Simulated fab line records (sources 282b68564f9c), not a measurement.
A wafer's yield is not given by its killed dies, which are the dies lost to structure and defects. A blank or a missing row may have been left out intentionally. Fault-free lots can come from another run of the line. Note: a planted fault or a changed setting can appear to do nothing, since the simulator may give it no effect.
A struck lot beside a sound one :: flow ritCmos :: 43 steps out of a route of 202
Sound: the wafers L644.1, L644.2, L644.6. Wafers struck: L653.2, L653.4, L653.5. The cause is given at the end.
For every step that has rows: the tool of each side, followed by ch and its chambers, followed by its first start. Under that, the readings that differ: sound wafers :: struck wafers :: difference of the means :: sigmas: that difference in standard deviations of wafers without a fault.
alike: readings with means less than 2 such deviations apart, plus words and numbers identical on both sides. not compared: withheld readings, readings lacking a value on some wafer, bounds such as >300 that could conceal the same value, and numbers that have no deviation in the record and whose values overlap.
A row with sigmas, a row that says differs or no value, or rows on one side alone: a step with any of these is where the two part. When numbers do not overlap yet have no deviation, they are printed without sigmas and do not part them. Lack of a reading on every wafer of one side parts them only where that side has two or more wafers.

first, 6 steps without rows for these wafers: RIT_ACTIVE_HMDS_05 (prime time 60 s); RIT_ACTIVE_COAT_06 (resist thk 1000 nm); RIT_ACTIVE_SOFTBAKE_07 (time 60 s); RIT_ACTIVE_EXPOSE_08 (exposes mask M1, target cd 1400 nm); RIT_ACTIVE_PEB_09; RIT_ACTIVE_DEVELOP_10 (develop time 50 s).
RIT_ACTIVE_CD_MEAS_11: target cd 1400 nm.
  sound on cdSem-01, day 2 11:25; struck on cdSem-01, day 4 09:40
  alike: cdNm
then, 1 step without rows for these wafers: RIT_ACTIVE_HARDBAKE_12 (time 60 s).
RIT_ACTIVE_ETCH_13: etches Si3N4 in SF6, stops on SiO2, time 210 s, target depth 210 nm.
  sound on rieDiel-03 ch 0,3, day 2 11:44; struck on rieDiel-03 ch 1,2, day 4 09:55
  alike: chamberPressureMTorr, drypumpMotorCurrentA, oesProductAu, throttleValvePct
  not compared: rfHoursCounterH
RIT_ACTIVE_STRIP_14: strips in O2, time 180 s.
  sound on plasmaAsher-02 ch 0,1, day 2 11:52; struck on plasmaAsher-01 ch 0,1, day 4 10:02
  alike: chamberPressureMTorr, drypumpMotorCurrentA
  not compared: rfHoursCounterH
RIT_ACTIVE_CD_MEAS_90: target cd 1400 nm.
  sound on cdSem-01, day 2 12:02; struck on cdSem-01, day 4 10:14
  alike: cdNm
then, 1 step without rows for these wafers: RIT_ACTIVE_CLEAN_15 (cleans in SC1, time 600 s).
RIT_ACTIVE_CLEAN_16: cleans in dHF, time 30 s.
  sound on wetBench-04 ch 1, day 2 12:20; struck on wetBench-04 ch 0, day 4 10:32
then, 2 steps without rows for these wafers: RIT_ACTIVE_CLEAN_17 (cleans in SC2, time 600 s); RIT_FOX1_OXIDATION_00 (target thk 350.7 nm, ox time 1130 s).
RIT_FOX1_THK_MEAS_01:
  sound on filmMetro-04, day 2 14:22; struck on filmMetro-04, day 4 12:04
  alike: FOX1_OXIDE_THK
then, 2 steps without rows for these wafers: RIT_FOX1_WET_ETCH_02 (etches SiO2 in BOE, target depth 350 nm, time 390 s); RIT_FOX2_OXIDATION_00 (target thk 350.7 nm, ox time 1130 s).
RIT_FOX2_THK_MEAS_01:
  sound on filmMetro-04, day 2 15:52; struck on filmMetro-03, day 4 13:33
  alike: FOX2_OXIDE_THK
then, 2 steps without rows for these wafers: RIT_FOX2_CLEAN_02 (cleans in dHF, time 180 s); RIT_FOX2_WET_ETCH_03 (etches Si3N4 in H3PO4, target depth 195 nm, time 2801 s).
RIT_FOX2_THK_MEAS_90:
  sound on filmMetro-04, day 2 16:44; struck on filmMetro-01, day 4 14:26
  alike: FIELD_OXIDE_LEFT_1_THK
then, 6 steps without rows for these wafers: RIT_NWELL_HMDS_00 (prime time 60 s); RIT_NWELL_COAT_01 (resist thk 1300 nm); RIT_NWELL_SOFTBAKE_02 (time 60 s); RIT_NWELL_EXPOSE_03 (exposes mask M2, target cd 43900 nm); RIT_NWELL_PEB_04; RIT_NWELL_DEVELOP_05 (develop time 68 s).
RIT_NWELL_OVL_MEAS_06:
  sound on overlay-01, day 2 17:54; struck on overlay-01, day 4 15:39
  alike: NWELL_OVL
then, 2 steps without rows for these wafers: RIT_NWELL_HARDBAKE_07 (time 120 s); RIT_NWELL_IMPLANT_08.
RIT_NWELL_STRIP_09: strips in O2, time 180 s.
  sound on plasmaAsher-01 ch 0,1, day 2 18:20; struck on plasmaAsher-04 ch 0,1, day 4 16:05
  alike: chamberPressureMTorr, drypumpMotorCurrentA
  not compared: rfHoursCounterH
RIT_NWELL_TW_MEAS_10:
  sound on filmMetro-02, day 2 18:31; struck on filmMetro-04, day 4 16:16
reading: NWELL_TW
sound: 2122 2117 2118
struck: 2160 2145 2155
difference: +34
sigmas: +2
then, 2 steps without rows for these wafers: RIT_PWELL_HMDS_00 (prime time 60 s); RIT_PWELL_COAT_01 (resist thk 1300 nm).
RIT_PWELL_SOFTBAKE_02: time 62.36 s.
  sound on lithoTrack-01 ch 0, day 2 18:53; struck on lithoTrack-03 ch 0, day 4 16:38
  alike: plateSensorTCentreC, plateSensorTEdgeC
then, 3 steps without rows for these wafers: RIT_PWELL_EXPOSE_03 (exposes mask M3, target cd 43700 nm); RIT_PWELL_PEB_04; RIT_PWELL_DEVELOP_05 (develop time 68 s).
RIT_PWELL_OVL_MEAS_06:
  sound on overlay-02, day 2 19:35; struck on overlay-02, day 4 17:12
  alike: PWELL_OVL
then, 2 steps without rows for these wafers: RIT_PWELL_HARDBAKE_07 (time 120 s); RIT_PWELL_IMPLANT_08.
RIT_M1_PROBE_99:
  sound on prober-02, day 4 10:16; struck on prober-01, day 6 05:49
reading: killedAtFrontEnd
sound: 7 2 6
struck: 37 37 37
difference: +32
sigmas: +13

reading: killedDies
sound: 7 2 6
struck: 37 37 37
difference: +32
sigmas: +13
  alike: killedOpen, killedShort

WHERE THEY PART
First at RIT_NWELL_TW_MEAS_10; last, within this record, at RIT_M1_PROBE_99.

WHY: the cause the simulator had injected
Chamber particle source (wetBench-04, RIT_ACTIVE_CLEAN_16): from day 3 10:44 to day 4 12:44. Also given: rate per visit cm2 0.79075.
